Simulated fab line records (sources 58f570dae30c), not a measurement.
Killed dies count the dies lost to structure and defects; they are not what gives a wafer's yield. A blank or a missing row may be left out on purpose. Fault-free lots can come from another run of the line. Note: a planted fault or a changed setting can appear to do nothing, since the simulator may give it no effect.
Which tool is to blame?	flow berkeley_cmos170	Sampling: 15 lots, 45 wafers, 5 of 331 route steps

WHAT THE GAUGES SHOWED, per wafer
UCB170_NWELL_OVL_MEAS_12.
lot	measured	on	NWELL_OVL (nm)
L405	day 2 06:28	overlay-02	5 -4 -1
L406	day 2 11:14	overlay-02	6 6 6
L407	day 2 15:23	overlay-01	-1 -1 1
L408	day 2 18:15	overlay-01	-5 -1 0
L409	day 3 00:51	overlay-01	-6 -7 -5
L410	day 3 01:55	overlay-02	7 0 4
L411	day 3 13:44	overlay-02	-1 -4 -1
L412	day 3 15:40	overlay-01	-2 -2 1
L414	day 3 23:50	overlay-02	2 3 -1
L415	day 4 10:43	overlay-01	6 -2 1
L416	day 4 14:37	overlay-01	4 3 10
L417	day 4 22:24	overlay-02	5 3 -1
L420	day 5 10:44	overlay-02	2 -4 0
L422	day 5 16:19	overlay-01	-3 6 -1
L423	day 6 00:02	overlay-01	0 -4 -7

UCB170_ACTIVE_OVL_MEAS_14.
lot	measured	on	ACTIVE_OVL (nm)
L405	day 4 04:04	overlay-01	-3 5 -3
L406	day 4 13:37	overlay-02	-6 -1 -7
L407	day 4 13:30	overlay-01	-1 -1 0
L408	day 4 17:43	overlay-01	7 9 4
L409	day 4 18:49	overlay-01	-1 -2 -4
L410	day 4 19:03	overlay-02	-8 -9 2
L411	day 5 08:25	overlay-02	-7 -7 -13
L412	day 5 08:14	overlay-01	9 8 0
L414	day 5 18:54	overlay-01	-2 3 -2
L415	day 6 02:34	overlay-01	11 1 4
L416	day 6 10:05	overlay-02	-3 -5 -1
L417	day 6 19:20	overlay-02	-10 -6 -5
L420	day 7 09:26	overlay-01	-128 -135 -131
L422	day 7 18:51	overlay-02	-133 -132 -134
L423	day 8 01:32	overlay-01	-129 -130 -133

UCB170_PFIELD_OVL_MEAS_06.
lot	measured	on	PFIELD_OVL (nm)
L405	day 4 06:03	overlay-01	7 7 -3
L406	day 4 16:04	overlay-01	4 -4 -3
L407	day 4 15:56	overlay-02	-5 0 -5
L408	day 4 21:34	overlay-02	-10 1 -4
L409	day 4 22:01	overlay-01	9 5 4
L410	day 4 21:50	overlay-02	2 2 4
L411	day 5 09:56	overlay-01	-11 -1 1
L412	day 5 09:37	overlay-02	0 5 0
L414	day 5 23:15	overlay-02	-2 -2 -3
L415	day 6 04:04	overlay-01	3 2 4
L416	day 6 12:09	overlay-01	12 7 6
L417	day 6 21:37	overlay-01	9 5 9
L420	day 7 10:49	overlay-02	11 14 7
L422	day 7 20:23	overlay-01	-3 7 2
L423	day 8 03:23	overlay-01	10 1 -4

UCB170_PFIELD_TW_MEAS_09.
lot	measured	on	PFIELD_TW
L405	day 4 06:21	film_metro-03	602 600 601
L406	day 4 16:21	film_metro-03	602 603 602
L407	day 4 16:14	film_metro-02	602 596 596
L408	day 4 21:50	film_metro-03	602 601 603
L409	day 4 22:26	film_metro-01	597 595 595
L410	day 4 22:07	film_metro-02	597 598 598
L411	day 5 10:13	film_metro-03	600 606 602
L412	day 5 09:53	film_metro-01	594 595 594
L414	day 5 23:32	film_metro-02	595 602 599
L415	day 6 04:21	film_metro-03	612 611 607
L416	day 6 12:26	film_metro-03	608 607 606
L417	day 6 21:55	film_metro-03	607 607 607
L420	day 7 11:07	film_metro-03	604 602 601
L422	day 7 20:40	film_metro-02	600 601 598
L423	day 8 03:41	film_metro-01	599 598 591

WHAT TOOL EACH LOT RAN ON (gives the tool, then ch and the chambers of the sampled wafers, and finally the start)
lot	UCB170_ACTIVE_EXPOSE_10
L405	krf_scanner-02 ch 0, day 4 03:22
L406	krf_scanner-02 ch 0, day 4 12:54
L407	krf_scanner-01 ch 0, day 4 12:38
L408	krf_scanner-02 ch 0, day 4 17:13
L409	krf_scanner-02 ch 0, day 4 18:17
L410	krf_scanner-01 ch 0, day 4 18:32
L411	krf_scanner-02 ch 0, day 5 07:46
L412	krf_scanner-02 ch 0, day 5 07:34
L414	krf_scanner-01 ch 0, day 5 18:05
L415	krf_scanner-01 ch 0, day 6 02:05
L416	krf_scanner-02 ch 0, day 6 09:35
L417	krf_scanner-02 ch 0, day 6 18:32
L420	krf_scanner-02 ch 0, day 7 08:55
L422	krf_scanner-02 ch 0, day 7 18:04
L423	krf_scanner-02 ch 0, day 8 01:01
- UCB170_ACTIVE_EXPOSE_10: exposes mask ACTIVE, target cd 1200 nm.

AS READ BY THE TOOLS THEMSELVES (means over the sampled wafers that have a number; for cases with no such wafer, the mark the record gives instead)
UCB170_ACTIVE_EXPOSE_10.
lot	tool	exposure_dose_mJ_cm2	reticle_temp_C (C)
L405	krf_scanner-02	19.982	23.00
L406	krf_scanner-02	19.989	22.87
L407	krf_scanner-01	19.977	23.04
L408	krf_scanner-02	19.979	22.91
L409	krf_scanner-02	20.008	23.03
L410	krf_scanner-01	19.984	23.07
L411	krf_scanner-02	19.970	22.97
L412	krf_scanner-02	19.982	22.89
L414	krf_scanner-01	19.993	23.07
L415	krf_scanner-01	19.966	23.00
L416	krf_scanner-02	19.982	22.99
L417	krf_scanner-02	19.987	22.94
L420	krf_scanner-02	19.992	23.11
L422	krf_scanner-02	19.964	22.92
L423	krf_scanner-02	19.980	23.03

THE ANSWER, worked out from the rows above alone
Rule: usual is defined by the lots themselves. The widest of any qualifying gaps counts: lots, ordered by their means at a reading, are off when they make up no more than a third of the lots, leave a main group of 4 or more, and stand apart from it by 3 or more times the standard deviation of that group's means. If all means in a main group match to the digits the tables above print for the reading, that group is not used. A lot without any number at a reading at which 4 lots or more have one is off too. Where the step has rows for the other lots, those lots are counted as sound. After the gauges, taken in route order, come the tools' own readings; for these a lot's mean is taken, as printed above. The first step at which some lot is off is used, and at that step the reading that is off furthest; a lot without a number counts as furthest.
Off: L420, L422, L423, seen at UCB170_ACTIVE_OVL_MEAS_14 (ACTIVE_OVL). The main group has a mean of -1 nm with a standard deviation of 4.8.
A tool fits if, at a process step before that reading, it ran every lot that is off, and no sound lot after the first of them. The gauges at UCB170_ACTIVE_OVL_MEAS_14 are tried like those tools. One fits: krf_scanner-02 at UCB170_ACTIVE_EXPOSE_10. A fault onset in the window from L417 (day 6 18:32, its last sound lot) to L420 (day 7 08:55, its first lot off) fits.

WHAT THE SIMULATOR PUT IN
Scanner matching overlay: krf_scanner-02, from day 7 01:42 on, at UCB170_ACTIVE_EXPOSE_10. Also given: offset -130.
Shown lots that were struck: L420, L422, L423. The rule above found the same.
